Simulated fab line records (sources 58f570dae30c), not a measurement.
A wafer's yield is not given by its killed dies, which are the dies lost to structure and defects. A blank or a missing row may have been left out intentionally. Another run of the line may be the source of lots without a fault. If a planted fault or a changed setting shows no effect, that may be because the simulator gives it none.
Which tool was responsible? ; flow berkeleyCmos170 ; 14 lots with 42 wafers sampled at 4 steps, on a route of 331 steps

== WHAT EACH GAUGE READ, for each wafer ==
UCB170_NWELL_THK_MEAS_05. Usual: NWELL_NITRIDE_THK 225.2 nm, standard deviation 2.4.
lot;measured;on;NWELL_NITRIDE_THK (nm);flag
L679;day 2 17:31;filmMetro-04;226.2 226.1 228.7;
L680;day 2 17:31;filmMetro-03;225.4 224.5 225.3;
L681;day 2 23:49;filmMetro-04;221.4 221.2 221.1;
L682;day 2 23:49;filmMetro-01;226.1 224.5 223.9;
L684;day 3 16:48;filmMetro-04;225.8 225.1 224.0;
L685;day 3 16:50;filmMetro-03;227.0 224.7 225.5;
L687;day 4 07:53;filmMetro-01;226.5 225.4 226.2;
L688;day 4 07:54;filmMetro-03;219.9 222.2 219.8;
L689;day 4 14:53;filmMetro-01;228.3 228.6 226.9;
L690;day 4 22:58;filmMetro-01;226.8 224.6 225.8;
L691;day 4 22:57;filmMetro-03;224.7 225.3 224.7;
L693;day 5 06:51;filmMetro-01;193.2 194.7 194.5;OFF
L694;day 5 19:25;filmMetro-04;195.4 193.6 194.0;OFF
L701;day 7 04:15;filmMetro-01;220.6 221.8 221.2;

UCB170_V1_OVL_MEAS_13. Usual: V1_OVL 1 nm, standard deviation 6.9.
lot;measured;on;V1_OVL (nm);flag
L679;day 8 21:26;overlay-01;10 6 8;
L680;day 8 21:22;overlay-02;10 11 8;
L681;day 8 22:20;overlay-01;6 2 5;
L682;day 8 21:39;overlay-01;13 -4 0;
L684;day 9 20:44;overlay-02;-6 3 -9;
L685;day 9 19:38;overlay-01;17 16 5;
L687;day 10 12:37;overlay-01;0 16 -4;
L688;day 10 14:12;overlay-02;-10 -9 6;
L689;day 10 14:28;overlay-02;-7 -5 -5;
L690;day 10 23:58;overlay-01;6 4 6;
L691;day 10 14:09;overlay-02;8 1 -1;
L693;day 10 23:54;overlay-02;-10 -14 0;
L694;day 12 02:03;overlay-01;3 1 9;
L701;day 13 08:10;overlay-01;19 9 11;

== EACH LOT AND THE TOOL THAT RAN IT (in order: tool; ch and the chambers of the sampled wafers; start) ==
lot;UCB170_NWELL_CVD_04;UCB170_NWELL_ETCH_13
L679;lpcvd-02 ch 1, day 2 15:35;rieDiel-01 ch 0,1,3, day 2 19:11
L680;lpcvd-02 ch 0, day 2 15:35;rieDiel-03 ch 0,2,3, day 2 19:11
L681;lpcvd-02 ch 0, day 2 21:51;rieDiel-01 ch 1,2,3, day 3 00:59
L682;lpcvd-02 ch 0, day 2 21:51;rieDiel-03 ch 0,1, day 3 01:10
L684;lpcvd-01 ch 0, day 3 14:52;rieDiel-03 ch 0,2,3, day 3 19:03
L685;lpcvd-01 ch 0, day 3 14:52;rieDiel-02 ch 0,1,2, day 3 18:46
L687;lpcvd-02 ch 1, day 4 04:59;rieDiel-01 ch 0,3, day 4 09:31
L688;lpcvd-02 ch 1, day 4 04:59;rieDiel-03 ch 0,1, day 4 09:33
L689;lpcvd-01 ch 1, day 4 12:57;rieDiel-01 ch 0,3, day 4 17:16
L690;lpcvd-01 ch 1, day 4 21:01;rieDiel-03 ch 2,3, day 5 00:37
L691;lpcvd-01 ch 1, day 4 21:01;rieDiel-02 ch 1,3, day 5 00:52
L693;lpcvd-01 ch 0, day 5 04:55;rieDiel-03 ch 0,1,3, day 5 09:29
L694;lpcvd-01 ch 0, day 5 16:31;rieDiel-01 ch 0,2, day 5 20:59
L701;lpcvd-02 ch 1, day 7 02:19;rieDiel-03 ch 0,1, day 7 05:19
- UCB170_NWELL_CVD_04: deposits Si3N4 from SiH2Cl2/NH3, target thk 224 nm, time 3360 s.
- UCB170_NWELL_ETCH_13: etches Si3N4 in CH3F/Ar/O2, stops on SiO2, target depth 246.4 nm, time 154 s.

== AS READ BY THE TOOLS THEMSELVES (means over the sampled wafers that have a number; for cases with no such wafer, the mark the record gives instead) ==
UCB170_NWELL_CVD_04. Usual: pressureMtorr reads 199.9 mTorr (standard deviation 0.38).
lot;tool;pressureMtorr (mTorr);flag
L679;lpcvd-02;199.7;
L680;lpcvd-02;200.1;
L681;lpcvd-02;199.7;
L682;lpcvd-02;200.0;
L684;lpcvd-01;200.0;
L685;lpcvd-01;199.9;
L687;lpcvd-02;199.5;
L688;lpcvd-02;200.4;
L689;lpcvd-01;199.9;
L690;lpcvd-01;199.7;
L691;lpcvd-01;200.4;
L693;lpcvd-01;199.9;
L694;lpcvd-01;199.9;
L701;lpcvd-02;199.5;

UCB170_NWELL_ETCH_13. Usual: O2_flow_sccm 7.000 sccm, standard deviation 0.021; drypumpMotorCurrentA 5.79 A, standard deviation 0.29; mfcArSccm 49.98 sccm, standard deviation 0.17; oesProductAu 0.934 a.u., standard deviation 0.014; throttleValvePct 8.04 %, standard deviation 0.15.
lot;tool;O2_flow_sccm (sccm);drypumpMotorCurrentA (A);mfcArSccm (sccm);oesProductAu (a.u.);throttleValvePct (%);flag
L679;rieDiel-01;6.996;5.63;50.01;0.935;7.98;
L680;rieDiel-03;7.001;5.87;50.14;0.920;8.00;
L681;rieDiel-01;7.000;5.85;50.05;0.926;7.99;
L682;rieDiel-03;6.989;5.69;49.85;0.945;8.21;
L684;rieDiel-03;6.974;5.86;49.93;0.925;8.00;
L685;rieDiel-02;7.014;5.79;49.88;0.940;8.21;
L687;rieDiel-01;6.975;5.42;49.94;0.927;7.99;
L688;rieDiel-03;7.012;5.68;49.96;0.933;8.20;
L689;rieDiel-01;6.989;5.48;49.97;0.931;8.07;
L690;rieDiel-03;7.016;6.00;50.04;0.928;7.91;
L691;rieDiel-02;7.005;6.13;49.95;0.946;8.12;
L693;rieDiel-03;6.994;5.71;49.89;0.856;8.10;OFF
L694;rieDiel-01;7.001;5.58;50.06;0.856;7.93;OFF
L701;rieDiel-03;6.991;5.70;50.03;0.932;8.21;

== THE ANSWER, worked out from the rows above alone ==
Rule: lot off if the mean of its wafers having a number is beyond 3 standard deviations from the usual mean. A lot without any number at a reading at which 4 lots or more have one is off too. All remaining lots with rows at the step are treated as sound. Order of review: gauges by route order, followed by the tools' own readings, for which a lot's mean as printed above is used. At the first step where some lot is off, the reading lying furthest off is the one used; lots without a number count as furthest.
Off: L693, L694, at UCB170_NWELL_THK_MEAS_05 (NWELL_NITRIDE_THK).
A tool fits if, at a process step before that reading, it ran every lot that is off, and no sound lot after the first of them. The gauges at UCB170_NWELL_THK_MEAS_05 aren't tried: what is off there is off at UCB170_NWELL_ETCH_13 too, on other tools, and a gauge's error can't cause that. One fits: UCB170_NWELL_CVD_04 on lpcvd-01. A fault onset in the window from L690 (day 4 21:01, its last sound lot) to L693 (day 5 04:55, its first lot off) fits.

== WHAT THE SIMULATOR HAD PUT IN ==
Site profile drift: lpcvd-01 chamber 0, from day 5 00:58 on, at UCB170_NWELL_CVD_04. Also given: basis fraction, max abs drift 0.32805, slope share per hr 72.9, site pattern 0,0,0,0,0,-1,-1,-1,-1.
Struck lots among those shown: L693, L694. This agrees with what the rule above found.
